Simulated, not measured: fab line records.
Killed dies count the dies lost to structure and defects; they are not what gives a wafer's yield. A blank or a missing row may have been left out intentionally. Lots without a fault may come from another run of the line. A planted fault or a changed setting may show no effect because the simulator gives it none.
One fault seen from 2 desks | flow ritCmos | every desk sees just its own numbers, and what lay behind them comes last

METROLOGY DESK
What the gauges read, lot by lot, whatever tool the lot ran on: means of the sampled wafers that have a number. Any lot whose mean is over 4 standard deviations away from the usual mean is out of limits and marked OUT; that distance is given in the brackets.
Columns: A = NRETRO_TW at RIT_NRETRO_TW_MEAS_10, usual 1052
lot  | first seen here | A
L439 | day 2 07:02     | 1058
L440 | day 2 11:31     | 1046
L441 | day 2 15:26     | 1044
L442 | day 2 20:44     | 1043
L444 | day 3 08:42     | 1054
L445 | day 3 12:29     | 1058
L446 | day 3 17:17     | 1056
L447 | day 3 21:26     | 1053
L452 | day 5 03:04     | 1152 (+15) OUT
L453 | day 5 05:30     | 1157 (+16) OUT
L456 | day 5 20:22     | 1168 (+17) OUT
L458 | day 6 05:20     | 1042
L459 | day 6 09:25     | 1061
L460 | day 6 15:27     | 1049
L461 | day 6 20:11     | 1051
This desk finds L452, L453, L456 out of limits, with the earliest case on L452 at day 5 03:04 (NRETRO_TW at RIT_NRETRO_TW_MEAS_10). Within limits: L439, L440, L441, L442, L444, L445, L446, L447, L458, L459, L460, L461.

THE TOOL OWNER'S DESK: implanter-04
The tool's own readings at RIT_NRETRO_IMPLANT_08, given as means over the sampled wafers that have a number, one for each lot that went through this tool. Any lot whose mean is over 4 standard deviations away from the usual mean is out of limits and marked OUT; that distance is given in the brackets.
Columns: A = doseIonsCm2 at RIT_NRETRO_IMPLANT_08, usual 1.0001e+13; B = faradayCurrentUA at RIT_NRETRO_IMPLANT_08, usual 31.7
lot  | first seen here | A                            | B
L442 | day 2 20:25     | 1.0000e+13                   | 31.8
L445 | day 3 12:11     | 9.9797e+12                   | 32.1
L446 | day 3 16:57     | 9.9933e+12                   | 31.4
L452 | day 5 02:45     | 1.3694e+13 (+99 or more) OUT | 42.9 (+18) OUT
L453 | day 5 05:12     | 1.3709e+13 (+99 or more) OUT | 43.6 (+19) OUT
L456 | day 5 20:04     | 1.3695e+13 (+99 or more) OUT | 43.0 (+18) OUT
This desk's verdict: out of limits on L452, L453, L456, starting with L452 at day 5 02:45 (doseIonsCm2 at RIT_NRETRO_IMPLANT_08). Within limits: L442, L445, L446.

ALL TOGETHER
An alarm could have come from the tool owner's desk at day 5 02:45, on L452, L453, L456.
Metrology desk: alarm possible at day 5 03:04 on L452, L453, L456.
The lots listed all ran RIT_NRETRO_IMPLANT_08 on implanter-04.

WHAT THE SIMULATOR HAD PUT IN
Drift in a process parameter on implanter-04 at RIT_NRETRO_IMPLANT_08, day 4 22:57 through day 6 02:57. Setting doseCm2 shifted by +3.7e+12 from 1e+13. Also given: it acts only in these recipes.
Lots struck among those shown: L452, L453, L456.
Delay (hours) between the fault's onset and each desk's first out-of-limits reading: 4 at the tool owner's desk, 4 at the metrology desk.
